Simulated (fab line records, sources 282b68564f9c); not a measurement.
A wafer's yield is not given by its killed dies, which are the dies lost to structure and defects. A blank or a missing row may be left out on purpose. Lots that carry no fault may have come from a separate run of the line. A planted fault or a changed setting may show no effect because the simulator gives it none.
Which tool is to blame? | flow rit_cmos | Sampling: 15 lots, 45 wafers, 2 of 202 route steps

WHAT EACH GAUGE READ, for each wafer
The record holds no reading of a measuring or inspecting step that can be judged against a usual standard deviation.

TOOL THAT RAN EACH LOT (tool first, then ch and the chambers of the sampled wafers, then the start)
lot  | RIT_NSD_IMPLANT_08             | RIT_M1_PROBE_99
L155 | implanter-03 ch 0, day 2 23:53 | prober-02, day 3 09:53
L156 | implanter-03 ch 0, day 3 06:25 | prober-01, day 3 16:20
L157 | implanter-03 ch 0, day 3 11:20 | prober-02, day 3 22:31
L158 | implanter-03 ch 0, day 3 16:16 | prober-01, day 4 02:16
L160 | implanter-03 ch 0, day 4 01:10 | prober-01, day 4 11:46
L161 | implanter-04 ch 0, day 4 04:51 | prober-02, day 4 15:01
L167 | implanter-02 ch 0, day 5 11:41 | prober-01, day 5 21:37
L168 | implanter-02 ch 0, day 5 16:43 | prober-02, day 6 05:37
L170 | implanter-02 ch 0, day 6 06:52 | prober-02, day 6 18:00
L171 | implanter-04 ch 0, day 6 07:06 | prober-01, day 6 18:09
L173 | implanter-04 ch 0, day 6 23:20 | prober-01, day 7 09:43
L174 | implanter-02 ch 0, day 7 02:53 | prober-02, day 7 12:40
L175 | implanter-02 ch 0, day 7 07:34 | prober-01, day 7 17:11
L177 | implanter-03 ch 0, day 7 12:55 | prober-02, day 7 23:59
L178 | implanter-04 ch 0, day 7 19:01 | prober-01, day 8 04:38
- RIT_NSD_IMPLANT_08
- RIT_M1_PROBE_99

WHAT THE TOOLS THEMSELVES READ (means of the sampled wafers that have a number; where no wafer has one, the mark that the record gives instead)
RIT_NSD_IMPLANT_08.
lot  | tool         | beam_energy_keV
L155 | implanter-03 | 25.009
L156 | implanter-03 | 25.007
L157 | implanter-03 | 24.071
L158 | implanter-03 | 24.063
L160 | implanter-03 | 24.063
L161 | implanter-04 | 25.001
L167 | implanter-02 | 25.001
L168 | implanter-02 | 25.003
L170 | implanter-02 | 24.991
L171 | implanter-04 | 25.012
L173 | implanter-04 | 24.998
L174 | implanter-02 | 25.005
L175 | implanter-02 | 24.998
L177 | implanter-03 | 24.999
L178 | implanter-04 | 24.995

RIT_M1_PROBE_99.
lot  | tool      | killed_at_contacts | killed_at_front_end | killed_dies | killed_on_rim | killed_open | killed_short
L155 | prober-02 | 0.0                | 5.7                 | 5.7         | 3.7           | 3.3         | 2.3
L156 | prober-01 | 0.3                | 5.3                 | 5.7         | 1.7           | 2.3         | 3.3
L157 | prober-02 | 0.0                | 6.0                 | 6.0         | 1.7           | 2.3         | 3.7
L158 | prober-01 | 0.0                | 4.7                 | 4.7         | 2.0           | 2.3         | 2.3
L160 | prober-01 | 0.0                | 7.3                 | 7.3         | 0.7           | 5.0         | 2.3
L161 | prober-02 | 0.0                | 8.7                 | 8.7         | 2.0           | 4.0         | 4.7
L167 | prober-01 | 0.0                | 4.7                 | 4.7         | 2.3           | 2.0         | 2.7
L168 | prober-02 | 0.0                | 8.0                 | 8.0         | 3.0           | 4.7         | 3.3
L170 | prober-02 | 0.0                | 11.0                | 11.0        | 3.7           | 5.3         | 5.7
L171 | prober-01 | 0.0                | 5.0                 | 5.0         | 1.3           | 2.7         | 2.3
L173 | prober-01 | 0.0                | 6.3                 | 6.3         | 1.7           | 2.3         | 4.0
L174 | prober-02 | 0.0                | 9.3                 | 9.3         | 3.0           | 4.0         | 4.7
L175 | prober-01 | 0.3                | 9.0                 | 9.3         | 2.3           | 5.3         | 4.0
L177 | prober-02 | 0.0                | 6.7                 | 6.7         | 2.0           | 3.3         | 3.3
L178 | prober-01 | 0.0                | 8.0                 | 8.0         | 1.7           | 3.0         | 5.0

THE ANSWER, worked out from the rows above alone
Rule: the lots themselves supply what counts as usual. The widest of any qualifying gaps counts: lots, ordered by their means at a reading, are off when they make up no more than a third of the lots, leave a main group of 4 or more, and stand apart from it by 3 or more times the standard deviation of that group's means. If all means in a main group match to the digits the tables above print for the reading, that group is not used. A lot without any number at a reading at which 4 lots or more have one is off too. Any other lot the step has rows for is counted as sound. Order of review: gauges by route order, followed by the tools' own readings, for which a lot's mean as printed above is used. At the first step where some lot is off, the reading lying furthest off is the one used; lots without a number count as furthest.
Off: L157, L158, L160 (RIT_NSD_IMPLANT_08, beam_energy_keV). Main group: mean 25.002, sd 0.0057.
If a tool, at that step or one of the process steps before it, ran each lot that is off and ran no sound lot following the first of them, it fits. Not one of the candidates tried fits.

WHAT THE SIMULATOR PUT IN
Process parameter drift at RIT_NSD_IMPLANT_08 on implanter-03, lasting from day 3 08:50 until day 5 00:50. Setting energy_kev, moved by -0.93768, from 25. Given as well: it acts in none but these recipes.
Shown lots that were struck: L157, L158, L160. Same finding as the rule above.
